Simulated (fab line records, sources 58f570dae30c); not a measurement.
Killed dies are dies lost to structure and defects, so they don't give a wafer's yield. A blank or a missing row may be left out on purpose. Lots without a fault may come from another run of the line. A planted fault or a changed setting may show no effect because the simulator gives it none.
A struck lot beside a sound one | flow berkeley_cmos170 | 22 steps out of a route of 331
Sound: wafers L904.1, L904.5, L904.6. Struck: wafers L918.2, L918.3, L918.4. The cause comes at the end.
At each step with rows: each side's tool, then ch and its chambers, then its first start. Under that, the readings that differ: sound wafers | struck wafers | difference of the means | sigmas: that difference in standard deviations of wafers without a fault.
alike: readings whose means differ by less than 2 such deviations, and words and numbers that are the same on both sides. not compared: withheld readings, readings that some wafer has no value for, bounds like >300 that may hide the same value, and numbers for which the record gives no deviation and whose values overlap.
The two part at a step that has a row with sigmas, a row that says differs or no value, or rows on one side only. Numbers that don't overlap but have no deviation are shown without sigmas and don't part them. A reading that every wafer of one side lacks parts them only if that side has two wafers or more.

first, 6 steps without rows for these wafers: UCB170_NVT_HMDS_00 (prime time 60 s); UCB170_NVT_COAT_01 (resist thk 900 nm); UCB170_NVT_SOFTBAKE_02 (time 60 s); UCB170_NVT_EXPOSE_03 (exposes mask PWELL, target cd 3000 nm); UCB170_NVT_PEB_04; UCB170_NVT_DEVELOP_05 (develop time 45 s).
UCB170_NVT_OVL_MEAS_06:
  sound on overlay-01, day 6 13:21; struck on overlay-02, day 9 15:37
  alike: NVT_OVL
then, 1 step without rows for these wafers: UCB170_NVT_IMPLANT_07.
UCB170_NVT_STRIP_08: strips in O2.
  sound on plasma_asher-01 ch 0,1, day 6 13:32; struck on plasma_asher-04 ch 0,1, day 9 15:47
  alike: drypump_motor_current_A, o2_flow_sccm, oes_product_au, strip_time_to_endpoint_s
  not compared: rf_hours_counter_h
UCB170_NVT_TW_MEAS_09:
  sound on film_metro-04, day 6 13:38; struck on film_metro-04, day 9 15:54
  alike: NVT_TW
then, 2 steps without rows for these wafers: UCB170_NVT_CLEAN_10 (cleans in SPM, time 600 s); UCB170_PVT_HMDS_00 (prime time 60 s).
UCB170_PVT_COAT_01: resist thk 900 nm.
  sound on litho_track-03 ch 0, day 6 14:01; struck on litho_track-03 ch 0, day 9 17:14
  reading                              | sound                | struck               | difference | sigmas
  spin_speed_rpm (rpm)                 | 1498.5 1499.5 1499.9 | 1450.7 1450.9 1452.6 | -47.9      | -44
  model.KrF_of_PVT_COAT_01.thk_nm (nm) | 899.4 900.9 901      | 915.5 918.4 916      | +16.2      |
  alike: dispense_pressure_kPa, resist_line_temp_C
then, 3 steps without rows for these wafers: UCB170_PVT_SOFTBAKE_02 (time 60 s); UCB170_PVT_EXPOSE_03 (exposes mask NWELL, target cd 3000 nm); UCB170_PVT_PEB_04.
UCB170_PVT_DEVELOP_05: develop time 45 s.
  sound on litho_track-02 ch 0; struck on litho_track-02 ch 0
  reading                              | sound             | struck            | difference | sigmas
  model.KrF_of_PVT_COAT_01.thk_nm (nm) | 885.2 886.6 886.8 | 901.3 904.2 901.8 | +16.2      |
  alike: resist_line_temp_C
UCB170_PVT_OVL_MEAS_06:
  sound on overlay-01, day 6 14:43; struck on overlay-01, day 9 18:47
  alike: PVT_OVL
then, 1 step without rows for these wafers: UCB170_PVT_IMPLANT_07.
UCB170_PVT_STRIP_08: strips in O2.
  sound on plasma_asher-04 ch 0,1, day 6 14:54; struck on plasma_asher-02 ch 0,1, day 9 18:58
  reading                      | sound             | struck            | difference | sigmas
  strip_time_to_endpoint_s (s) | 21.61 21.65 21.63 | 22.01 22.07 22.00 | +0.40      | +7
  alike: drypump_motor_current_A, o2_flow_sccm, oes_product_au
  not compared: rf_hours_counter_h
UCB170_PVT_TW_MEAS_09:
  sound on film_metro-03, day 6 15:00; struck on film_metro-04, day 9 19:04
  alike: PVT_TW
-- the record jumps here: 2 days lie between the struck wafers' starts before and after (it left off in module PVT and takes up again in module M3, whose first step shown is number 331 of the route) --
UCB170_M3_PROBE_99:
  the record has rows for the struck wafers here (prober-02, day 12 05:36) and none for the sound ones

WHERE THEY PART
First at UCB170_PVT_COAT_01; last, within this record, at UCB170_M3_PROBE_99.

WHY: what the simulator had put in
Process parameter drift: litho_track-03, from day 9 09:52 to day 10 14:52, at UCB170_PVT_COAT_01. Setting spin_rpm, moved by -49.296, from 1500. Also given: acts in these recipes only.
